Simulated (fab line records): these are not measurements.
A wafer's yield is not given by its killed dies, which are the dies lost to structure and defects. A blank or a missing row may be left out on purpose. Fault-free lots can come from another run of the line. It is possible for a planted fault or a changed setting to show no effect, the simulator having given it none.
Commonality check across tools :: flow rit cmos :: Sample size 15 lots and 45 wafers

== REASON IT WAS OPENED ==
Of 15 lots, 3 have the reading PWELL_TW flagged at RIT_PWELL_TW_MEAS_10. Wafers without a fault read 958, standard deviation 8.6.
Rule: a lot is flagged in two cases, either no wafer of it has a number, or all its wafers with numbers fall more than 4 standard deviations from that mean. The rest of the lots are taken to be sound.

lot: L373
measured: day 2 04:06
on: film metro-03
PWELL_TW, wafer by wafer: 940 945 945
flag: 

lot: L374
measured: day 2 09:20
on: film metro-04
PWELL_TW, wafer by wafer: 974 968 967
flag: 

lot: L375
measured: day 2 13:44
on: film metro-01
PWELL_TW, wafer by wafer: 966 969 972
flag: 

lot: L376
measured: day 2 19:02
on: film metro-03
PWELL_TW, wafer by wafer: 948 946 947
flag: 

lot: L377
measured: day 2 23:41
on: film metro-04
PWELL_TW, wafer by wafer: 962 958 962
flag: 

lot: L378
measured: day 3 04:28
on: film metro-04
PWELL_TW, wafer by wafer: 965 962 960
flag: 

lot: L379
measured: day 3 10:16
on: film metro-04
PWELL_TW, wafer by wafer: 30 30 30
flag: FLAGGED

lot: L380
measured: day 3 14:37
on: film metro-03
PWELL_TW, wafer by wafer: 30 30 30
flag: FLAGGED

lot: L381
measured: day 3 20:47
on: film metro-04
PWELL_TW, wafer by wafer: 31 30 30
flag: FLAGGED

lot: L384
measured: day 4 11:40
on: film metro-04
PWELL_TW, wafer by wafer: 970 961 971
flag: 

lot: L388
measured: day 5 12:02
on: film metro-03
PWELL_TW, wafer by wafer: 951 956 954
flag: 

lot: L391
measured: day 6 04:02
on: film metro-01
PWELL_TW, wafer by wafer: 973 968 969
flag: 

lot: L392
measured: day 6 05:48
on: film metro-04
PWELL_TW, wafer by wafer: 962 957 953
flag: 

lot: L394
measured: day 6 16:25
on: film metro-01
PWELL_TW, wafer by wafer: 971 964 967
flag: 

lot: L395
measured: day 6 21:07
on: film metro-04
PWELL_TW, wafer by wafer: 959 961 957
flag: 
Averaged over the flagged lots the numbers come to 30, -928 from the usual (-99 or more standard deviations).

== WHICH TOOL EACH LOT WENT THROUGH ==
The record holds 1 process step before the reading, out of a route of 202 steps. In each cell: the tool, then ch and the chambers that the sampled wafers went through, then the start.
lot: L373
flag: 
RIT_NWELL_STRIP_09: plasma asher-02 ch 1, day 2 02:10

lot: L374
flag: 
RIT_NWELL_STRIP_09: plasma asher-04 ch 0,1, day 2 07:29

lot: L375
flag: 
RIT_NWELL_STRIP_09: plasma asher-02 ch 0,1, day 2 12:00

lot: L376
flag: 
RIT_NWELL_STRIP_09: plasma asher-02 ch 0,1, day 2 17:03

lot: L377
flag: 
RIT_NWELL_STRIP_09: plasma asher-04 ch 0,1, day 2 21:49

lot: L378
flag: 
RIT_NWELL_STRIP_09: plasma asher-04 ch 0,1, day 3 02:37

lot: L379
flag: FLAGGED
RIT_NWELL_STRIP_09: plasma asher-01 ch 0,1, day 3 08:27

lot: L380
flag: FLAGGED
RIT_NWELL_STRIP_09: plasma asher-01 ch 0,1, day 3 12:53

lot: L381
flag: FLAGGED
RIT_NWELL_STRIP_09: plasma asher-01 ch 0,1, day 3 19:04

lot: L384
flag: 
RIT_NWELL_STRIP_09: plasma asher-04 ch 0,1, day 4 09:52

lot: L388
flag: 
RIT_NWELL_STRIP_09: plasma asher-01 ch 0,1, day 5 10:18

lot: L391
flag: 
RIT_NWELL_STRIP_09: plasma asher-01 ch 0,1, day 6 02:19

lot: L392
flag: 
RIT_NWELL_STRIP_09: plasma asher-04 ch 0,1, day 6 03:59

lot: L394
flag: 
RIT_NWELL_STRIP_09: plasma asher-04 ch 0,1, day 6 14:34

lot: L395
flag: 
RIT_NWELL_STRIP_09: plasma asher-01 ch 0,1, day 6 19:19
What the steps here do:
- RIT_NWELL_STRIP_09: strips in O2, time 180 s.
- RIT_PWELL_TW_MEAS_10

== FLAGGED OVER TOTAL, TOOL BY TOOL (the gauges that took the reading come last) ==
step: RIT_NWELL_STRIP_09
tool: plasma asher-01
lots run: 6
flagged: 3
share of the flagged lots: all
sound lots run after its first flagged lot: 3 (L388,L391,L395)

step: RIT_NWELL_STRIP_09
tool: plasma asher-02
lots run: 3
flagged: 0
share of the flagged lots: none
sound lots run after its first flagged lot: -

step: RIT_NWELL_STRIP_09
tool: plasma asher-04
lots run: 6
flagged: 0
share of the flagged lots: none
sound lots run after its first flagged lot: -

step: RIT_PWELL_TW_MEAS_10
tool: film metro-01
lots run: 3
flagged: 0
share of the flagged lots: none
sound lots run after its first flagged lot: -

step: RIT_PWELL_TW_MEAS_10
tool: film metro-03
lots run: 4
flagged: 1
share of the flagged lots: some
sound lots run after its first flagged lot: 1 (L388)

step: RIT_PWELL_TW_MEAS_10
tool: film metro-04
lots run: 8
flagged: 2
share of the flagged lots: some
sound lots run after its first flagged lot: 3 (L384,L392,L395)

== WHAT IS ALLOWED BY THE TABLE ==
1 row of the table ran every flagged lot: plasma asher-01 at RIT_NWELL_STRIP_09.
- plasma asher-01 at RIT_NWELL_STRIP_09: 3 of its 6 lots flagged. Lots that were sound ran on it after the first flagged one (L388, L391, L395); a persistent fault on the entire tool would not allow that. On the flagged lots its readings are blank where sound lots have values: chamber pressure mTorr, drypump motor current A.
No row of the table ran every flagged lot and no sound lot after the first.

== WHAT THE SIMULATOR PUT IN ==
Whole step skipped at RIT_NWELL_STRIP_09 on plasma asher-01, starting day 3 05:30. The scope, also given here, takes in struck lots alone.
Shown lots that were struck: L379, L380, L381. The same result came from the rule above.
